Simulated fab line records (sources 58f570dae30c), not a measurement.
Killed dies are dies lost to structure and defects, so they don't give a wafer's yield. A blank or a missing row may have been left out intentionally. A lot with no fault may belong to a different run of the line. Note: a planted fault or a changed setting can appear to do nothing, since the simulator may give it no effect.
Check of tool commonality	flow berkeley cmos170	Lots sampled 14, wafers sampled 42

## THE REASON FOR OPENING IT
2 of 14 lots carry a flag on the reading V2_TEOS_THK at UCB170_V2_THK_MEAS_01. Wafers without a fault read 2003 nm, standard deviation 25.
Rule: a lot gets a flag if all its wafers with a number sit over 4 standard deviations from that mean, or if no wafer of it has a number. The rest of the lots are taken to be sound.

lot	measured	on	V2_TEOS_THK (nm), wafer by wafer	flag
L166	day 8 10:35	film metro-04	1973 2034 2013	
L165	day 8 10:42	film metro-04	1967 1961 2025	
L167	day 8 15:56	film metro-02	1979 1975 1991	
L168	day 9 00:05	film metro-03	2023 2035 2038	
L170	day 9 00:32	film metro-04	1979 2021 2033	
L169	day 9 00:41	film metro-02	1999 2008 2008	
L173	day 9 10:11	film metro-02	2008 1991 2038	
L172	day 9 10:31	film metro-03	1949 2001 2010	
L174	day 9 17:59	film metro-04	1956 1962 1991	
L180	day 10 20:56	film metro-03	2826 2855 2882	FLAGGED
L178	day 11 10:47	film metro-03	2841 2834 2888	FLAGGED
L187	day 12 15:48	film metro-03	1997 2033 1988	
L185	day 12 16:08	film metro-03	1983 1959 2001	
L186	day 12 16:27	film metro-03	2019 2019 2045	
The numbers of the flagged lots are 2854 nm on average: +851 nm against the usual, or +34 standard deviations.

## EACH LOT AND THE TOOL IT RAN ON
2 process steps preceding the reading are held in the record, out of 331 steps in the route. Every cell lists first the tool, next ch and the chambers used by the sampled wafers, and last the start.
lot	flag	UCB170_CONTACT_ETCH_18	UCB170_V2_CVD_00
L166		rie diel-04 ch 0,2,3, day 8 07:04 or earlier	pecvd-03 ch 0,1,2, day 8 10:26
L165		rie diel-03 ch 0,2,3, day 8 07:14 or earlier	pecvd-01 ch 0,2, day 8 10:33
L167		rie diel-01 ch 1,2,3, day 8 12:02 or earlier	pecvd-02 ch 0,1,2, day 8 15:47
L168		rie diel-03 ch 2,3, day 8 20:16 or earlier	pecvd-01 ch 0,1,2, day 8 23:59
L170		rie diel-04 ch 0,1, day 8 20:28 or earlier	pecvd-02 ch 1,2, day 9 00:23
L169		rie diel-04 ch 0,2,3, day 8 20:43 or earlier	pecvd-03 ch 0,1,2, day 9 00:31
L173		rie diel-03 ch 0,1,3, day 9 04:21 or earlier	pecvd-03 ch 0,2, day 9 10:02
L172		rie diel-01 ch 0,1, day 9 04:47 or earlier	pecvd-01 ch 0,1, day 9 10:20
L174		rie diel-04 ch 1,2,3, day 9 14:46 or earlier	pecvd-01 ch 0,1,2, day 9 17:50
L180	FLAGGED	rie diel-04 ch 0,1,3, day 10 16:38 or earlier	pecvd-01 ch 1,2, day 10 20:47
L178	FLAGGED	rie diel-03 ch 1,2, day 11 06:30 or earlier	pecvd-01 ch 0,1, day 11 10:38
L187		rie diel-01 ch 0,2, day 12 11:21 or earlier	pecvd-03 ch 0,1,2, day 12 15:38
L185		rie diel-01 ch 0,1,3, day 12 11:28 or earlier	pecvd-03 ch 1,2, day 12 15:59
L186		rie diel-04 ch 0,2,3, day 12 11:38 or earlier	pecvd-02 ch 0,1,2, day 12 16:14
What is done by these steps:
- UCB170_CONTACT_ETCH_18: etches PSG in CHF3/CF4/Ar, stops on TiSi2, target depth 840 nm, time 195 s.
- UCB170_V2_CVD_00: deposits SiO2 from TEOS/O2, target thk 2000 nm, time 250 s.
- UCB170_V2_THK_MEAS_01

## FLAGGED OVER TOTAL, TOOL BY TOOL (the gauges that took the reading come last)
step	tool	lots run	flagged	share of the flagged lots	sound lots run after its first flagged lot
UCB170_CONTACT_ETCH_18	rie diel-01	4	0	none	-
UCB170_CONTACT_ETCH_18	rie diel-03	4	1	some	0
UCB170_CONTACT_ETCH_18	rie diel-04	6	1	some	1 (L186)
UCB170_V2_CVD_00	pecvd-01	6	2	all	0
UCB170_V2_CVD_00	pecvd-02	3	0	none	-
UCB170_V2_CVD_00	pecvd-03	5	0	none	-
UCB170_V2_THK_MEAS_01	film metro-02	3	0	none	-
UCB170_V2_THK_MEAS_01	film metro-03	7	2	all	3 (L187,L185,L186)
UCB170_V2_THK_MEAS_01	film metro-04	4	0	none	-
UCB170_CONTACT_ETCH_18: start missing for some lots; hours and lot order therefore follow UCB170_V1_CD_MEAS_12.

## THE TABLE: WHAT IT ALLOWS
2 rows of the table ran every flagged lot: pecvd-01 at UCB170_V2_CVD_00, film metro-03 at UCB170_V2_THK_MEAS_01.
- pecvd-01 at UCB170_V2_CVD_00 ran 6 lots, 2 of them flagged. Last sound lot L174 at day 9 17:50, first flagged lot L180 at day 10 20:47; a fault beginning in between fits.
- film metro-03 at UCB170_V2_THK_MEAS_01 ran 7 lots, 2 of them flagged. Lots that were sound ran on it after the first flagged one (L187, L185, L186); a persistent fault on the entire tool would not allow that.
Left over: one tool, pecvd-01 at UCB170_V2_CVD_00.

## WHAT THE SIMULATOR PUT IN
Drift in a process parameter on pecvd-01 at UCB170_V2_CVD_00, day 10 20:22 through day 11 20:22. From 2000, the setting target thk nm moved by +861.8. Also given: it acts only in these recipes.
Struck lots among those shown: L180, L178. The same result came from the rule above.
